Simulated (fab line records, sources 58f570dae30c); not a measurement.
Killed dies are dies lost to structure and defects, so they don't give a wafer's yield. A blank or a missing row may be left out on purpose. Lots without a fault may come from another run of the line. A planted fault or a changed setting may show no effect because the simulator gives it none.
Problem report in the 8D (eight disciplines) form, filled by code | flow berkeley_cmos170 | the parts of the form that need people (team, actions taken, sign-off) are left out

1. THE PROBLEM
rf_fwd_power_W at UCB170_M3_METAL_ETCH_18 reads a mean of 524.2 W on 6 wafers of 2 lots; wafers without a fault read 597.8 W with a standard deviation of 2. That is -37 standard deviations from the usual mean.
The step: etches Al in Cl2/BCl3, stops on SiO2, target depth 1170 nm, time 195 s.
First seen on wafer L879.1, day 9 12:55, on rie_metal-01. The record holds 42 wafers of 14 lots with a number at this step. Rule for "out", or "out of limits": more than 4 standard deviations from the usual mean. The other wafers with a number count as sound.

2. WHAT IT IS AND WHAT IT IS NOT
question                    | is                     | is not
which readings at this step | rf_fwd_power_W         | drypump_motor_current_A, he_backside_leak_sccm
which lots                  | L879, L885             | L872, L873, L874, L876, L880, L886, L887, L888, L891, L892, L893, L895
which wafers of those lots  | all that have a number | -
read on which tools         | rie_metal-01           | rie_metal-02, rie_metal-03
when                        | from day 9 12:55       | up to then (15 sound wafers); but 21 sound wafers of L886, L887, L888, L891, L892, L893, L895 came after

3. SUSPECTS, AND WHAT RULES EACH OUT
Counting: a tool at a process step up to the reading stays a suspect if it ran every lot that is out and no sound lot after the first of them.
- rtp_anneal-01 at UCB170_SDANNEAL_RTA_00 (time 10 s): ruled out as a lasting fault. Sound lots L887, L888, L893, L892 ran on it after its first lot that is out, L879 (day 8 13:42).
- cmp-01 at UCB170_V1_CMP_02 (polishes SiO2): ruled out as a lasting fault. Sound lots L887, L893, L895 ran on it after its first lot that is out, L879 (day 9 01:41).
- rie_metal-01 at UCB170_M3_METAL_ETCH_18 (etches Al in Cl2/BCl3, stops on SiO2, target depth 1170 nm, time 195 s): kept. It ran every lot that is out, first L879 (day 9 12:55), and no sound lot after that; its last sound lot up to then is L876 (day 8 12:16). Its own readings are out on those wafers: rf_fwd_power_W.
Left after counting: rie_metal-01 at UCB170_M3_METAL_ETCH_18.

4. THE CAUSE (what the simulator had put in)
Process parameter drift: rie_metal-01, from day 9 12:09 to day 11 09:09, at UCB170_M3_METAL_ETCH_18. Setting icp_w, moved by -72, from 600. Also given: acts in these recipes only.
Counting left only this tool.

5. THE CHAIN OF EFFECTS, in route order
Each row: a reading whose mean over the struck wafers that have a number lies more than 3 standard deviations from the usual. Only readings for which the record gives a usual standard deviation are gone through. hours: the time from each lot's start at the first step in this table that gives one to its start at this step, as a median over the lots. sigmas: the change in usual standard deviations.
hours | step                    | reading        | usual      | on struck wafers | change | sigmas
0     | UCB170_M3_METAL_ETCH_18 | rf_fwd_power_W | 597.8 W    | 524.2            | -73.5  | -37
0     | UCB170_M3_STRIP_19      | oes_product_au | 0.545 a.u. | 0.624            | +0.079 | +9.1
The process steps in it:
- UCB170_M3_METAL_ETCH_18: etches Al in Cl2/BCl3, stops on SiO2, target depth 1170 nm, time 195 s.
- UCB170_M3_STRIP_19: strips in O2.
Later measuring or inspecting steps at which every struck wafer that the step has a row for has a number for every such reading, and none has moved that far: UCB170_M3_CD_MEAS_90.

6. WHAT WOULD HAVE CAUGHT IT SOONER
In this record the first reading out of limits was taken at day 9 12:55, 1 hour after the fault began at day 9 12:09.
